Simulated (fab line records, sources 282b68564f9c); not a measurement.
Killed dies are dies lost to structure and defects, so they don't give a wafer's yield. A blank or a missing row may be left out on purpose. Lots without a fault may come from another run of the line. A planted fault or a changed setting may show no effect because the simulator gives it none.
Which tool did it? | flow rit_cmos | 13 lots, 39 wafers sampled, at 4 steps of a route of 202

WHAT THE GAUGES READ, wafer by wafer
RIT_FOX2_THK_MEAS_01. Usual: FOX2_OXIDE_THK 354 nm, standard deviation 6.8.
lot  | measured    | on            | FOX2_OXIDE_THK (nm) | flag
L247 | day 1 20:03 | film_metro-02 | 359 359 363         |
L248 | day 2 01:17 | film_metro-04 | 353 346 357         |
L249 | day 2 05:46 | film_metro-01 | 357 353 360         |
L250 | day 2 14:13 | film_metro-04 | 362 357 359         |
L253 | day 3 09:07 | film_metro-02 | 310 300 307         | OFF
L257 | day 3 23:47 | film_metro-02 | 310 309 310         | OFF
L259 | day 4 09:02 | film_metro-01 | 365 362 368         |
L264 | day 5 08:22 | film_metro-04 | 363 355 359         |
L266 | day 5 19:17 | film_metro-01 | 351 353 346         |
L267 | day 5 23:53 | film_metro-02 | 349 350 345         |
L268 | day 6 05:56 | film_metro-04 | 355 360 354         |
L269 | day 6 09:49 | film_metro-04 | 348 343 349         |
L270 | day 6 14:21 | film_metro-01 | 348 347 357         |

RIT_FOX2_THK_MEAS_90. Usual: FIELD_OXIDE_LEFT_1_THK 326 nm, standard deviation 6.7.
lot  | measured    | on            | FIELD_OXIDE_LEFT_1_THK (nm) | flag
L247 | day 1 20:55 | film_metro-04 | 331 332 336                 |
L248 | day 2 02:13 | film_metro-01 | 326 319 330                 |
L249 | day 2 06:43 | film_metro-01 | 329 325 332                 |
L250 | day 2 15:10 | film_metro-04 | 334 330 331                 |
L253 | day 3 09:59 | film_metro-01 | 282 273 280                 | OFF
L257 | day 4 00:39 | film_metro-01 | 283 282 283                 | OFF
L259 | day 4 09:55 | film_metro-04 | 339 334 341                 |
L264 | day 5 09:14 | film_metro-01 | 335 328 332                 |
L266 | day 5 20:10 | film_metro-04 | 324 326 319                 |
L267 | day 6 00:46 | film_metro-02 | 323 323 318                 |
L268 | day 6 06:49 | film_metro-01 | 327 333 327                 |
L269 | day 6 10:41 | film_metro-04 | 320 316 322                 |
L270 | day 6 15:14 | film_metro-01 | 321 321 330                 |

RIT_FOX2_THK_MEAS_91. Usual: FIELD_OXIDE_LEFT_2_THK 258 nm, standard deviation 6.7.
lot  | measured    | on            | FIELD_OXIDE_LEFT_2_THK (nm) | flag
L247 | day 2 10:18 | film_metro-01 | 263 264 268                 |
L248 | day 2 15:35 | film_metro-01 | 257 250 262                 |
L249 | day 2 20:56 | film_metro-02 | 262 258 265                 |
L250 | day 3 04:38 | film_metro-02 | 266 262 264                 |
L253 | day 3 22:35 | film_metro-04 | 215 205 212                 | OFF
L257 | day 4 14:26 | film_metro-01 | 214 213 215                 | OFF
L259 | day 4 22:26 | film_metro-04 | 270 266 273                 |
L264 | day 5 22:34 | film_metro-02 | 267 260 263                 |
L266 | day 6 09:54 | film_metro-01 | 255 257 250                 |
L267 | day 6 13:13 | film_metro-01 | 255 256 251                 |
L268 | day 6 19:23 | film_metro-02 | 259 264 258                 |
L269 | day 7 00:07 | film_metro-04 | 253 249 254                 |
L270 | day 7 03:20 | film_metro-01 | 252 251 261                 |

WHICH TOOL RAN EACH LOT (tool, then ch and the chambers of the sampled wafers, then the start)
lot  | RIT_FOX2_OXIDATION_00
L247 | furnace-04 ch 0, day 1 18:44
L248 | furnace-01 ch 0, day 1 23:58
L249 | furnace-04 ch 0, day 2 04:27
L250 | furnace-01 ch 0, day 2 12:53
L253 | furnace-01 ch 0, day 3 07:48
L257 | furnace-01 ch 0, day 3 22:26
L259 | furnace-04 ch 0, day 4 07:43
L264 | furnace-04 ch 0, day 5 07:02
L266 | furnace-04 ch 0, day 5 17:57
L267 | furnace-04 ch 0, day 5 22:33
L268 | furnace-04 ch 0, day 6 04:37
L269 | furnace-04 ch 0, day 6 08:30
L270 | furnace-01 ch 0, day 6 13:02
- RIT_FOX2_OXIDATION_00: target thk 350.7 nm, ox time 1130 s.

WHAT THE TOOLS THEMSELVES READ (means of the sampled wafers that have a number; where no wafer has one, the mark that the record gives instead)
RIT_FOX2_OXIDATION_00. Usual: spike_tc_centre_C 1102.1 C, standard deviation 1.9; spike_tc_load_C 1129.2 C, standard deviation 1.7; spike_tc_source_C 1125.4 C, standard deviation 1.2; tube_center_temp_C 1100 C, standard deviation 0.094; tube_center_temp_C_max 1102.9, standard deviation 0.51.
lot  | tool       | spike_tc_centre_C (C) | spike_tc_load_C (C) | spike_tc_source_C (C) | tube_center_temp_C (C) | tube_center_temp_C_max | flag
L247 | furnace-04 | 1103.2                | 1128.5              | 1125.0                | 1100                   | 1103.0                 |
L248 | furnace-01 | 1101.1                | 1130.1              | 1124.7                | 1100                   | 1103.1                 |
L249 | furnace-04 | 1104.5                | 1128.4              | 1124.4                | 1100                   | 1102.8                 |
L250 | furnace-01 | 1101.4                | 1129.8              | 1125.5                | 1100                   | 1103.4                 |
L253 | furnace-01 | 1075.5                | 1104.3              | 1100.0                | 1075                   | 1077.9                 | OFF
L257 | furnace-01 | 1076.0                | 1105.0              | 1100.2                | 1075                   | 1077.7                 | OFF
L259 | furnace-04 | 1105.0                | 1128.5              | 1125.8                | 1100                   | 1102.5                 |
L264 | furnace-04 | 1104.3                | 1129.0              | 1124.6                | 1100                   | 1102.8                 |
L266 | furnace-04 | 1105.5                | 1128.1              | 1125.2                | 1100                   | 1103.1                 |
L267 | furnace-04 | 1103.6                | 1128.9              | 1125.8                | 1100                   | 1103.2                 |
L268 | furnace-04 | 1103.8                | 1129.8              | 1124.5                | 1100                   | 1102.5                 |
L269 | furnace-04 | 1104.0                | 1128.6              | 1125.7                | 1100                   | 1102.7                 |
L270 | furnace-01 | 1100.6                | 1130.8              | 1125.5                | 1100                   | 1102.4                 |

THE ANSWER, worked out from the rows above alone
Rule: a lot is off if the mean of its wafers that have a number lies more than 3 standard deviations from the usual mean. A lot without any number at a reading at which 4 lots or more have one is off too. The other lots that the step has rows for count as sound. The gauges are gone through in route order, then the tools' own readings, and for those a lot's mean is taken as printed above. The first step at which some lot is off is used, and at that step the reading that is off furthest; a lot without a number counts as furthest.
Off: L253, L257, at RIT_FOX2_THK_MEAS_01 (FOX2_OXIDE_THK).
A tool fits if, at a process step before that reading, it ran every lot that is off, and no sound lot after the first of them. The gauges at RIT_FOX2_THK_MEAS_01 aren't tried: what is off there is off at RIT_FOX2_THK_MEAS_90 too, on other tools, and a gauge's error can't cause that. None of those tried fits.

WHAT THE SIMULATOR HAD PUT IN
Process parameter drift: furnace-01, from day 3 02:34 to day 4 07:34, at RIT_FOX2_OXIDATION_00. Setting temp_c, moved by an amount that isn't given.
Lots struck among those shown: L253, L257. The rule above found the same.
